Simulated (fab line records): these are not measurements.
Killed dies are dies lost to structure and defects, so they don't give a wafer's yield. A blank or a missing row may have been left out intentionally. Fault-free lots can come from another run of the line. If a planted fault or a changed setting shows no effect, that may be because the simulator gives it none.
Check of tool commonality | flow berkeleyCmos170 | 42 wafers sampled across 14 lots

## WHAT PROMPTED THE OPENING
At UCB170_NVT_TW_MEAS_09 the reading NVT_TW is flagged on 2 of 14 lots. Wafers without a fault read 525, standard deviation 4.8.
Rule: a lot is flagged in two cases, either no wafer of it has a number, or all its wafers with numbers fall more than 4 standard deviations from that mean. The other lots count as sound.

lot  | measured     | on           | NVT_TW, wafer by wafer | flag
L218 | day 6 19:40  | filmMetro-03 | 525 528 526            | 
L220 | day 7 11:49  | filmMetro-01 | 530 527 525            | 
L222 | day 7 11:52  | filmMetro-02 | 519 519 518            | 
L225 | day 8 00:28  | filmMetro-01 | 533 534 531            | 
L224 | day 8 00:29  | filmMetro-03 | 529 528 524            | 
L223 | day 8 00:46  | filmMetro-02 | 518 519 518            | 
L226 | day 8 14:11  | filmMetro-01 | 661 661 663            | FLAGGED
L227 | day 8 14:13  | filmMetro-02 | 644 645 642            | FLAGGED
L237 | day 10 20:16 | filmMetro-02 | 520 518 517            | 
L236 | day 10 20:21 | filmMetro-03 | 532 530 530            | 
L240 | day 11 02:33 | filmMetro-01 | 527 531 526            | 
L238 | day 11 02:40 | filmMetro-01 | 528 526 528            | 
L239 | day 11 02:55 | filmMetro-03 | 524 526 526            | 
L241 | day 11 19:25 | filmMetro-02 | 523 523 521            | 
On average the flagged lots' numbers are 653, which is +128 against the usual, or +27 standard deviations.

## WHICH TOOL EACH LOT WENT THROUGH
The record holds 1 process step before the reading, out of a route of 331 steps. Read each cell as the tool, then ch plus the chambers that the sampled wafers visited, then the start.
lot  | flag    | UCB170_NVT_IMPLANT_07
L218 |         | implanter-01 ch 0, day 6 19:25
L220 |         | implanter-01 ch 0, day 7 11:35
L222 |         | implanter-02 ch 0, day 7 11:38
L225 |         | implanter-02 ch 0, day 8 00:14
L224 |         | implanter-04 ch 0, day 8 00:14
L223 |         | implanter-01 ch 0, day 8 00:34
L226 | FLAGGED | implanter-02 ch 0, day 8 13:37
L227 | FLAGGED | implanter-04 ch 0, day 8 13:34
L237 |         | implanter-01 ch 0, day 10 20:01
L236 |         | implanter-04 ch 0, day 10 20:09
L240 |         | implanter-01 ch 0, day 11 02:18
L238 |         | implanter-02 ch 0, day 11 02:25
L239 |         | implanter-04 ch 0, day 11 02:41
L241 |         | implanter-02 ch 0, day 11 19:10
What the steps here do:
- UCB170_NVT_IMPLANT_07
- UCB170_NVT_TW_MEAS_09

## FLAGGED OVER TOTAL, TOOL BY TOOL (the gauges that took the reading come last)
step                  | tool         | lots run | flagged | share of the flagged lots | sound lots run after its first flagged lot
UCB170_NVT_IMPLANT_07 | implanter-01 | 5        | 0       | none                      | -
UCB170_NVT_IMPLANT_07 | implanter-02 | 5        | 1       | some                      | 2 (L238,L241)
UCB170_NVT_IMPLANT_07 | implanter-04 | 4        | 1       | some                      | 2 (L236,L239)
UCB170_NVT_TW_MEAS_09 | filmMetro-01 | 5        | 1       | some                      | 2 (L240,L238)
UCB170_NVT_TW_MEAS_09 | filmMetro-02 | 5        | 1       | some                      | 2 (L237,L241)
UCB170_NVT_TW_MEAS_09 | filmMetro-03 | 4        | 0       | none                      | -

## WHAT IS ALLOWED BY THE TABLE
No row of the table ran every flagged lot.

## WHAT WAS PUT IN BY THE SIMULATOR
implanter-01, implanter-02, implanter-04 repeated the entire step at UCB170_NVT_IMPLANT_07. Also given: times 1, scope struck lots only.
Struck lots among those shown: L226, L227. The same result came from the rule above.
